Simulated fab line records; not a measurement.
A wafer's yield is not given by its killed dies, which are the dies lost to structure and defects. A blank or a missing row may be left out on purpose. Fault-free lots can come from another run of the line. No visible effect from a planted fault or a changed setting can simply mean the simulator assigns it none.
A struck lot beside a sound one / flow ritCmos / 23 steps out of a route of 202
Sound: wafers L919.3, L919.5, L919.6. The struck wafers were L929.2, L929.5, L929.6. Last of all comes the cause.
Order at every step that has rows: each side's tool, ch and its chambers, its first start. Under that, the readings that differ: sound wafers / struck wafers / difference of the means / sigmas: that difference in standard deviations of wafers without a fault.
alike: a reading whose means differ by less than 2 such deviations, as well as words and numbers matching on both sides. not compared: withheld readings; readings where some wafer has no value; bounds like >300 that might hide an equal value; numbers whose values overlap and for which the record gives no deviation.
The two part at a step that has a row with sigmas, a row that says differs or no value, or rows on one side only. Numbers that don't overlap but have no deviation are shown without sigmas and don't part them. A reading missing from all wafers of one side parts the sides only when that side holds two or more wafers.

first, 5 steps without rows for these wafers: RIT_GATE_WET_ETCH_00 (etches SiO2 in BOE, target depth 56 nm, time 60 s); RIT_GATE_CLEAN_01 (cleans in SC1, time 600 s); RIT_GATE_CLEAN_02 (cleans in dHF, time 30 s); RIT_GATE_CLEAN_03 (cleans in SC2, time 600 s); RIT_GATE_CLEAN_04 (cleans in dHF, time 60 s).
RIT_FOX2_THK_MEAS_91:
  sound on filmMetro-04 at day 3 06:13; struck on filmMetro-04 at day 5 08:50
  alike: FIELD_OXIDE_LEFT_2_THK
then, 2 steps without rows for these wafers: RIT_GATE_OXIDATION_05 (target thk 3 nm, ox time 270 s); RIT_GATE_ANNEAL_06 (time 600 s).
RIT_GATE_THK_MEAS_07:
  sound on filmMetro-03 at day 3 11:37; struck on filmMetro-01 at day 5 12:09
  alike: GATE_OXIDE_THK
then, 1 step without rows for these wafers: RIT_GATE_CVD_08 (deposits poly-Si from SiH4, target thk 250 nm, time 2220 s).
RIT_GATE_THK_MEAS_09:
  sound on filmMetro-04 at day 3 14:06; struck on filmMetro-03 at day 5 14:38
  alike: GATE_POLY_THK
then, 1 step without rows for these wafers: RIT_GATE_HMDS_10 (prime time 60 s).
RIT_GATE_COAT_11: resist thk 850 nm.
  sound on lithoTrack-03 ch 0, day 3 14:20; struck on lithoTrack-03 ch 0, day 5 14:52
reading=spinSpeedRpm (rpm); sound=4250.0 4251.7 4250.4; struck=4043.3 4043.6 4042.2; difference=-207.7; sigmas=-74
reading=model.NOVOLAK_of_GATE_COAT_11.thkNm (nm); sound=849.8 851.6 848.6; struck=870.1 869.5 871.1; difference=+20.2; sigmas=
then, 4 steps without rows for these wafers: RIT_GATE_SOFTBAKE_12 (time 60 s); RIT_GATE_EXPOSE_13 (exposes mask M6, target cd 150 nm); RIT_GATE_PEB_14; RIT_GATE_DEVELOP_15 (develop time 50 s).
RIT_GATE_CD_MEAS_16 targets a cd of 150 nm.
  sound on cdSem-02 at day 3 15:02; struck on cdSem-02 at day 5 15:34
  alike: cdNm
RIT_GATE_OVL_MEAS_17:
  sound on overlay-01 at day 3 15:07; struck on overlay-02 at day 5 15:40
  alike: GATE_OVL
then, 1 step without rows for these wafers: RIT_GATE_HARDBAKE_18 (time 60 s).
RIT_GATE_ETCH_19: etches poly-Si in SF6/CHF3/O2, stops on SiO2, time 165 s, target depth 312.5 nm.
  sound on rieSi-02 ch 0,1, day 3 15:19; struck on rieSi-02 ch 0,2,3, day 5 15:50
reading=model.NOVOLAK_of_GATE_COAT_11.thkNm (nm); sound=672.1 673.6 671.6; struck=691 684.9 688.7; difference=+16; sigmas=
  alike: CHF3_flow_sccm, drypumpMotorCurrentA, oesProductAu, throttleValvePct
  not compared: rfHoursCounterH, model.GATE.cdNm
RIT_GATE_STRIP_20: strips in O2, time 180 s.
  sound on plasmaAsher-04 ch 0,1, day 3 15:29; struck on plasmaAsher-02 ch 0,1, day 5 15:57
  alike: drypumpMotorCurrentA
  not compared: rfHoursCounterH
RIT_M1_PROBE_99:
  sound on prober-01 at day 4 11:18; struck on prober-02 at day 6 13:20
  alike: killedAtFrontEnd, killedDies, killedOpen, killedShort
  not compared: model.etest.npolyLine.lineOhmUm, model.etest.ppolyLine.widthNm, model.etest.npolyLine.widthNm, model.etest.ring.delayPs, model.etest.nmos_0p15.offLog10AUm, model.etest.ring.quietLog10A, model.etest.nmos_0p15.vtSatV

== WHERE THEY PART ==
At RIT_GATE_COAT_11 and nowhere else, as far as this record goes. Later steps at which nothing parts them and some readings are alike: RIT_GATE_CD_MEAS_16, RIT_GATE_OVL_MEAS_17, RIT_GATE_ETCH_19, RIT_GATE_STRIP_20, RIT_M1_PROBE_99.

WHY: what had been put in by the simulator
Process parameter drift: lithoTrack-03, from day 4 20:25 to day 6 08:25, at RIT_GATE_COAT_11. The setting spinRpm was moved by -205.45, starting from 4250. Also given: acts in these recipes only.
